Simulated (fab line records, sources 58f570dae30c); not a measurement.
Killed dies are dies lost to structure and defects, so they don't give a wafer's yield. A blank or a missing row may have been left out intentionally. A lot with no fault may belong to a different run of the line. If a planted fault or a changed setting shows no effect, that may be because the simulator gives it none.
Which of the tools did it?	flow berkeley-cmos170	42 wafers from 14 lots sampled at 6 of the route's 331 steps

WHAT THE GAUGES SHOWED, per wafer
UCB170_SDANNEAL_RS_MEAS_02: a four-point-probe measurement. Usual: for PSD_RS the level is 75.54 ohm/sq and the standard deviation is 0.29.
lot	measured	on	PSD_RS (ohm/sq)	flag
L670	day 7 16:40	film-metro-01	75.04 75.63 75.31	
L671	day 7 16:58	film-metro-02	75.18 75.56 75.56	
L672	day 8 08:35	film-metro-02	75.50 75.59 75.44	
L673	day 8 09:02	film-metro-01	75.69 75.46 75.75	
L674	day 8 09:13	film-metro-02	75.56 75.62 75.67	
L676	day 8 19:54	film-metro-02	75.77 75.74 75.63	
L675	day 8 20:02	film-metro-01	75.86 75.40 75.47	
L677	day 9 03:53	film-metro-02	75.53 75.52 75.75	
L678	day 9 09:29	film-metro-01	75.77 75.48 75.67	
L681	day 9 18:34	film-metro-01	75.51 75.65 75.67	
L682	day 10 03:48	film-metro-04	75.78 75.24 75.40	
L685	day 10 19:43	film-metro-02	75.61 75.88 75.77	
L689	day 11 06:08	film-metro-02	75.38 74.98 75.19	
L690	day 11 06:11	film-metro-01	76.15 75.86 75.94	

UCB170_V1_OVL_MEAS_13. Usual: for V1_OVL the level is 0 nm and the standard deviation is 5.6.
lot	measured	on	V1_OVL (nm)	flag
L670	day 8 07:07	overlay-02	8 4 5	
L671	day 8 07:40	overlay-02	-9 -1 -7	
L672	day 8 22:54	overlay-01	-5 -1 -3	
L673	day 9 02:26	overlay-01	0 -1 -1	
L674	day 9 02:43	overlay-01	0 5 0	
L676	day 9 06:25	overlay-01	-2 -8 -4	
L675	day 9 07:46	overlay-01	6 -9 -2	
L677	day 9 16:02	overlay-01	-3 5 -1	
L678	day 10 00:01	overlay-01	6 2 2	
L681	day 10 06:05	overlay-01	-1 -4 -5	
L682	day 10 16:10	overlay-02	2 -7 1	
L685	day 11 08:55	overlay-02	4 -8 3	
L689	day 11 18:31	overlay-02	4 -3 2	
L690	day 11 23:51	overlay-01	10 10 7	

UCB170_M2_RS_MEAS_02: a four-point-probe measurement. Usual: for M2_AL_RS the level is 0.0323 ohm/sq and the standard deviation is 0.00026.
lot	measured	on	M2_AL_RS (ohm/sq)	flag
L670	day 8 07:41	film-metro-02	0.03229 0.03238 0.03258	
L671	day 8 08:16	film-metro-01	0.03237 0.032 0.03241	
L672	day 8 23:32	film-metro-02	0.03238 0.03227 0.03252	
L673	day 9 03:04	film-metro-03	0.0327 0.03217 0.03237	
L674	day 9 03:23	film-metro-01	0.03245 0.03272 0.0324	
L676	day 9 07:02	film-metro-02	0.03266 0.03259 0.03255	
L675	day 9 08:21	film-metro-03	0.03263 0.03244 0.03257	
L677	day 9 16:39	film-metro-03	0.03224 0.03219 0.03215	
L678	day 10 00:37	film-metro-03	0.03212 0.02668 0.03191	OFF
L681	day 10 06:40	film-metro-02	0.03244 0.03228 0.03256	
L682	day 10 16:50	film-metro-01	0.03227 0.03248 0.03235	
L685	day 11 09:31	film-metro-03	0.03217 0.03223 0.02656	OFF
L689	day 11 19:08	film-metro-01	0.03261 0.03253 0.03313	
L690	day 12 00:26	film-metro-01	0.03231 0.03222 0.03227	

UCB170_M2_THK_MEAS_03: measures by xrf. Usual: for M2_AL_THK the level is 870 nm and the standard deviation is 7.
lot	measured	on	M2_AL_THK (nm)	flag
L670	day 8 07:49	film-metro-02	865 864 857	
L671	day 8 08:23	film-metro-01	869 877 866	
L672	day 8 23:37	film-metro-02	857 864 861	
L673	day 9 03:09	film-metro-03	861 867 868	
L674	day 9 03:29	film-metro-01	869 864 871	
L676	day 9 07:08	film-metro-02	864 859 864	
L675	day 9 08:28	film-metro-03	857 862 867	
L677	day 9 16:44	film-metro-03	871 868 872	
L678	day 10 00:43	film-metro-03	871 1045 874	OFF
L681	day 10 06:47	film-metro-02	869 877 865	
L682	day 10 16:57	film-metro-01	881 873 871	
L685	day 11 09:38	film-metro-03	872 869 1053	OFF
L689	day 11 19:14	film-metro-01	860 867 856	
L690	day 12 00:34	film-metro-01	877 870 868	

WHICH TOOL RAN EACH LOT (tool, then ch and the chambers of the sampled wafers, then the start)
lot	UCB170_V1_CMP_02	UCB170_M2_SPUTTER_01
L670	cmp-02 ch 0,1,3, day 8 04:43	pvd-sputter-02, day 8 07:37
L671	cmp-02 ch 0,2,3, day 8 05:16	pvd-sputter-03, day 8 08:10
L672	cmp-01 ch 0,1, day 8 21:14	pvd-sputter-03, day 8 23:23
L673	cmp-02 ch 0,2,3, day 8 23:14	pvd-sputter-04, day 9 02:55
L674	cmp-01 ch 0,3, day 9 00:28	pvd-sputter-03, day 9 03:16
L676	cmp-01 ch 0,3, day 9 04:42	pvd-sputter-04, day 9 06:55
L675	cmp-01 ch 2,3, day 9 05:59	pvd-sputter-03, day 9 08:16
L677	cmp-01 ch 1,2, day 9 13:59	pvd-sputter-04, day 9 16:31
L678	cmp-02 ch 0,2,3, day 9 22:02	pvd-sputter-04, day 10 00:30
L681	cmp-01 ch 0,3, day 10 03:39	pvd-sputter-03, day 10 06:35
L682	cmp-02 ch 0,1,3, day 10 13:49	pvd-sputter-03, day 10 16:45
L685	cmp-02 ch 0,1,2, day 11 06:57	pvd-sputter-04, day 11 09:25
L689	cmp-01 ch 1,2,3, day 11 14:38	pvd-sputter-02, day 11 19:01
L690	cmp-02 ch 2,3, day 11 19:22	pvd-sputter-03, day 12 00:22
- UCB170_V1_CMP_02: polishes SiO2.
- UCB170_M2_SPUTTER_01: material Al, target thk 900 nm, time 120 s.

AS READ BY THE TOOLS THEMSELVES (means over the sampled wafers that have a number; for cases with no such wafer, the mark the record gives instead)
UCB170_V1_CMP_02. Usual: motor-current-A 16.8 A, standard deviation 1.2; platen-rpm 60.00 rpm, standard deviation 0.048; slurry-flow-ml-min 150.0, standard deviation 0.48.
lot	tool	motor-current-A (A)	platen-rpm (rpm)	slurry-flow-ml-min	flag
L670	cmp-02	17.4	60.00	150.0	
L671	cmp-02	16.7	60.02	150.0	
L672	cmp-01	15.6	60.00	150.6	
L673	cmp-02	17.3	60.02	150.1	
L674	cmp-01	16.2	60.02	150.3	
L676	cmp-01	16.4	60.02	150.3	
L675	cmp-01	16.8	59.99	150.1	
L677	cmp-01	16.4	59.95	150.0	
L678	cmp-02	16.7	60.00	150.0	
L681	cmp-01	16.2	59.97	150.3	
L682	cmp-02	17.6	60.04	150.1	
L685	cmp-02	16.6	59.97	150.1	
L689	cmp-01	17.1	59.98	150.0	
L690	cmp-02	16.7	60.04	150.1	

UCB170_M2_SPUTTER_01. Usual: 29.7 % for throttle-valve-pct, sd 1.1.
lot	tool	throttle-valve-pct (%)	flag
L670	pvd-sputter-02	29.8	
L671	pvd-sputter-03	29.6	
L672	pvd-sputter-03	30.7	
L673	pvd-sputter-04	28.5	
L674	pvd-sputter-03	29.2	
L676	pvd-sputter-04	30.3	
L675	pvd-sputter-03	30.6	
L677	pvd-sputter-04	30.2	
L678	pvd-sputter-04	30.5	
L681	pvd-sputter-03	29.5	
L682	pvd-sputter-03	30.2	
L685	pvd-sputter-04	29.4	
L689	pvd-sputter-02	29.8	
L690	pvd-sputter-03	29.1	

THE ANSWER, worked out from the rows above alone
Rule: take the mean of a lot's wafers that have a number; if it is more than 3 standard deviations from the usual mean, the lot is off. Also off: a lot with no number at a reading for which 4 or more lots have one. The other lots that the step has rows for count as sound. The gauges are gone through in route order, then the tools' own readings, and for those a lot's mean is taken as printed above. The first step at which some lot is off is used, and at that step the reading that is off furthest; a lot without a number counts as furthest.
Off: L678, L685, seen at UCB170_M2_RS_MEAS_02 (M2_AL_RS).
A tool fits if, at a process step before that reading, it ran every lot that is off, and no sound lot after the first of them. The gauges at UCB170_M2_RS_MEAS_02 are tried like those tools. 2 tools fit, pvd-sputter-04 at UCB170_M2_SPUTTER_01 and film-metro-03 at UCB170_M2_RS_MEAS_02, so this cannot tell which one it is.

WHAT THE SIMULATOR HAD PUT IN
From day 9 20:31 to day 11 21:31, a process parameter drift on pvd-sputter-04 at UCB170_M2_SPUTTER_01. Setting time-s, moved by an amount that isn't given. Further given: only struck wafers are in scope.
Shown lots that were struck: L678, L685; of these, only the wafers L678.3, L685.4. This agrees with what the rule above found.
